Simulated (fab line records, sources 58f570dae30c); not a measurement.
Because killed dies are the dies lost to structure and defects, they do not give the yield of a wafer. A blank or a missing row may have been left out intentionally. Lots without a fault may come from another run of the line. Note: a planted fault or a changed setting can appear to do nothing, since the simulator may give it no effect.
Tool commonality check ; flow berkeley-cmos170 ; Sampled: 14 lots, 42 wafers

WHAT PROMPTED THE OPENING
Of 14 lots, 2 have the reading M2_AL_RS flagged at UCB170_M2_RS_MEAS_02. Fault-free wafers read 0.0322 ohm/sq, with a standard deviation of 0.00036.
Rule: a lot is flagged when every wafer of it that has a number lies more than 4 standard deviations from that mean, or none has a number. The rest of the lots are taken to be sound.

lot;measured;on;M2_AL_RS (ohm/sq), wafer by wafer;flag
L936;day 8 02:22;film-metro-02;0.0317 0.0322 0.0319;
L940;day 8 12:21;film-metro-03;0.0317 0.0319 0.0320;
L942;day 8 12:50;film-metro-04;0.0326 0.0322 0.0324;
L941;day 8 16:26;film-metro-02;0.0316 0.0320 0.0320;
L945;day 9 01:38;film-metro-03;0.0326 0.0325 0.0323;
L944;day 9 01:46;film-metro-04;0.0320 0.0320 0.0324;
L946;day 9 14:36;film-metro-03;0.0321 0.0319 0.0319;
L947;day 9 14:58;film-metro-03;0.0321 0.0322 0.0322;
L950;day 10 07:10;film-metro-04;0.0326 0.0327 0.0326;
L949;day 10 07:24;film-metro-02;0.0322 0.0324 0.0323;
L951;day 10 13:28;film-metro-02;0.0317 0.0315 0.0317;
L953;day 10 13:43;film-metro-03;0.0327 0.0327 0.0324;
L955;day 11 17:41;film-metro-03;0.0236 0.0239 0.0237;FLAGGED
L956;day 11 18:26;film-metro-02;0.0238 0.0238 0.0238;FLAGGED
Average over the flagged lots: 0.0238 ohm/sq; offset from the usual -0.0084 ohm/sq, equal to -23 standard deviations.

TOOL THAT RAN EACH LOT
The record holds 1 process step before the reading, out of a route of 331 steps. Each cell gives the tool, then ch followed by the chambers the sampled wafers passed through, then the start.
lot;flag;UCB170_M2_SPUTTER_01
L936;;pvd-sputter-01, day 8 02:16
L940;;pvd-sputter-01, day 8 12:15
L942;;pvd-sputter-02, day 8 12:43
L941;;pvd-sputter-02, day 8 16:21
L945;;pvd-sputter-04, day 9 01:33
L944;;pvd-sputter-02, day 9 01:40
L946;;pvd-sputter-01, day 9 14:31
L947;;pvd-sputter-04, day 9 14:47
L950;;pvd-sputter-04, day 10 07:05
L949;;pvd-sputter-01, day 10 07:19
L951;;pvd-sputter-01, day 10 13:23
L953;;pvd-sputter-02, day 10 13:37
L955;FLAGGED;pvd-sputter-01, day 11 17:36
L956;FLAGGED;pvd-sputter-01, day 11 18:19
What these steps do:
- UCB170_M2_SPUTTER_01: material Al, target thk 900 nm, time 120 s.
- UCB170_M2_RS_MEAS_02: measures by four-point-probe.

FLAGGED OVER TOTAL, TOOL BY TOOL (the gauges that took the reading come last)
step;tool;lots run;flagged;share of the flagged lots;sound lots run after its first flagged lot
UCB170_M2_SPUTTER_01;pvd-sputter-01;7;2;all;0
UCB170_M2_SPUTTER_01;pvd-sputter-02;4;0;none;-
UCB170_M2_SPUTTER_01;pvd-sputter-04;3;0;none;-
UCB170_M2_RS_MEAS_02;film-metro-02;5;1;some;0
UCB170_M2_RS_MEAS_02;film-metro-03;6;1;some;0
UCB170_M2_RS_MEAS_02;film-metro-04;3;0;none;-

WHAT THE TABLE ALLOWS
All flagged lots share 1 row of the table, namely pvd-sputter-01 at UCB170_M2_SPUTTER_01.
- pvd-sputter-01 at UCB170_M2_SPUTTER_01: 2 of its 7 lots flagged. It ran its last sound lot, L951, at day 10 13:23 and its first flagged lot, L955, at day 11 17:36: a fault with its onset between the two fits.
Left over: one tool, pvd-sputter-01 at UCB170_M2_SPUTTER_01.

WHAT WAS PUT IN BY THE SIMULATOR
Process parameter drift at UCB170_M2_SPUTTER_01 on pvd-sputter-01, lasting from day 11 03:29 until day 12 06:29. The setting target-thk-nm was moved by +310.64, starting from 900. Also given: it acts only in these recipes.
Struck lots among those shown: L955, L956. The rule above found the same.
